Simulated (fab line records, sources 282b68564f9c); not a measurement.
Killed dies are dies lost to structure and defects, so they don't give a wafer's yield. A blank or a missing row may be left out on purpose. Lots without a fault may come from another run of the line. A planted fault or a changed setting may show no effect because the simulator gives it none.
A struck lot beside a sound one | flow rit_cmos | 26 steps out of a route of 202
Sound: wafers L652.3, L652.4, L652.5. Struck: wafers L656.3, L656.4, L656.6. The cause comes at the end.
At each step with rows: each side's tool, then ch and its chambers, then its first start. Under that, the readings that differ: sound wafers | struck wafers | difference of the means | sigmas: that difference in standard deviations of wafers without a fault.
alike: readings whose means differ by less than 2 such deviations, and words and numbers that are the same on both sides. not compared: withheld readings, readings that some wafer has no value for, bounds like >300 that may hide the same value, and numbers for which the record gives no deviation and whose values overlap.
The two part at a step that has a row with sigmas, a row that says differs or no value, or rows on one side only. Numbers that don't overlap but have no deviation are shown without sigmas and don't part them. A reading that every wafer of one side lacks parts them only if that side has two wafers or more.

first, 1 step without rows for these wafers: RIT_PRETRO_IMPLANT_08.
RIT_PRETRO_STRIP_09: strips in O2, time 180 s.
  sound on plasma_asher-02 ch 0,1, day 4 15:46; struck on plasma_asher-03 ch 0,1, day 5 10:22
  alike: drypump_motor_current_A
  not compared: rf_hours_counter_h
RIT_PRETRO_TW_MEAS_10:
  sound on film_metro-01, day 4 15:55; struck on film_metro-02, day 5 10:30
  reading   | sound       | struck      | difference | sigmas
  PRETRO_TW | 475 476 478 | 466 466 469 | -9         | -3
then, 5 steps without rows for these wafers: RIT_GATE_WET_ETCH_00 (etches SiO2 in BOE, target depth 56 nm, time 60 s); RIT_GATE_CLEAN_01 (cleans in SC1, time 600 s); RIT_GATE_CLEAN_02 (cleans in dHF, time 30 s); RIT_GATE_CLEAN_03 (cleans in SC2, time 600 s); RIT_GATE_CLEAN_04 (cleans in dHF, time 60 s).
RIT_FOX2_THK_MEAS_91:
  sound on film_metro-04, day 4 16:26; struck on film_metro-03, day 5 11:01
  alike: FIELD_OXIDE_LEFT_2_THK
then, 2 steps without rows for these wafers: RIT_GATE_OXIDATION_05 (target thk 3 nm, ox time 270 s); RIT_GATE_ANNEAL_06 (time 600 s).
RIT_GATE_THK_MEAS_07:
  sound on film_metro-03, day 4 17:49; struck on film_metro-03, day 5 13:43
  alike: GATE_OXIDE_THK
RIT_GATE_CVD_08: deposits poly-Si from SiH4, target thk 250 nm, time 2220 s.
  sound on lpcvd-02 ch 0, day 4 17:51; struck on lpcvd-02 ch 1, day 5 13:46
  alike: spike_tc_load_C, zone_power_load_pct
RIT_GATE_THK_MEAS_09:
  sound on film_metro-01, day 4 19:29; struck on film_metro-04, day 5 16:12
  reading            | sound             | struck            | difference | sigmas
  GATE_POLY_THK (nm) | 247.1 245.9 245.5 | 237.4 237.8 239.1 | -8.1       | -4
then, 6 steps without rows for these wafers: RIT_GATE_HMDS_10 (prime time 60 s); RIT_GATE_COAT_11 (resist thk 850 nm); RIT_GATE_SOFTBAKE_12 (time 60 s); RIT_GATE_EXPOSE_13 (exposes mask M6, target cd 150 nm); RIT_GATE_PEB_14; RIT_GATE_DEVELOP_15 (develop time 50 s).
RIT_GATE_CD_MEAS_16: target cd 150 nm.
  sound on cd_sem-02, day 4 20:33; struck on cd_sem-01, day 5 17:16
  alike: cd_nm
RIT_GATE_OVL_MEAS_17:
  sound on overlay-02, day 4 20:38; struck on overlay-01, day 5 17:21
  alike: GATE_OVL
then, 1 step without rows for these wafers: RIT_GATE_HARDBAKE_18 (time 60 s).
RIT_GATE_ETCH_19: etches poly-Si in SF6/CHF3/O2, stops on SiO2, time 165 s, target depth 312.5 nm.
  sound on rie_si-01 ch 0,1, day 4 20:49; struck on rie_si-01 ch 1,2,3, day 5 17:40
  reading               | sound             | struck            | difference | sigmas
  oes_product_au (a.u.) | 0.848 0.837 0.843 | 0.815 0.818 0.799 | -0.032     | -4
  alike: drypump_motor_current_A, throttle_valve_pct
  not compared: rf_hours_counter_h
RIT_GATE_STRIP_20: strips in O2, time 180 s.
  sound on plasma_asher-03 ch 0,1, day 4 20:59; struck on plasma_asher-04 ch 0,1, day 5 17:50
  alike: drypump_motor_current_A
  not compared: rf_hours_counter_h
RIT_M1_PROBE_99:
  sound on prober-02, day 5 17:04; struck on prober-01, day 6 15:01
  alike: killed_at_M0_to_M3, killed_at_front_end, killed_dies, killed_open, killed_short

WHERE THEY PART
First at RIT_PRETRO_TW_MEAS_10; last, within this record, at RIT_GATE_ETCH_19. Later steps at which nothing parts them and some readings are alike: RIT_GATE_STRIP_20, RIT_M1_PROBE_99.

WHY: what the simulator had put in
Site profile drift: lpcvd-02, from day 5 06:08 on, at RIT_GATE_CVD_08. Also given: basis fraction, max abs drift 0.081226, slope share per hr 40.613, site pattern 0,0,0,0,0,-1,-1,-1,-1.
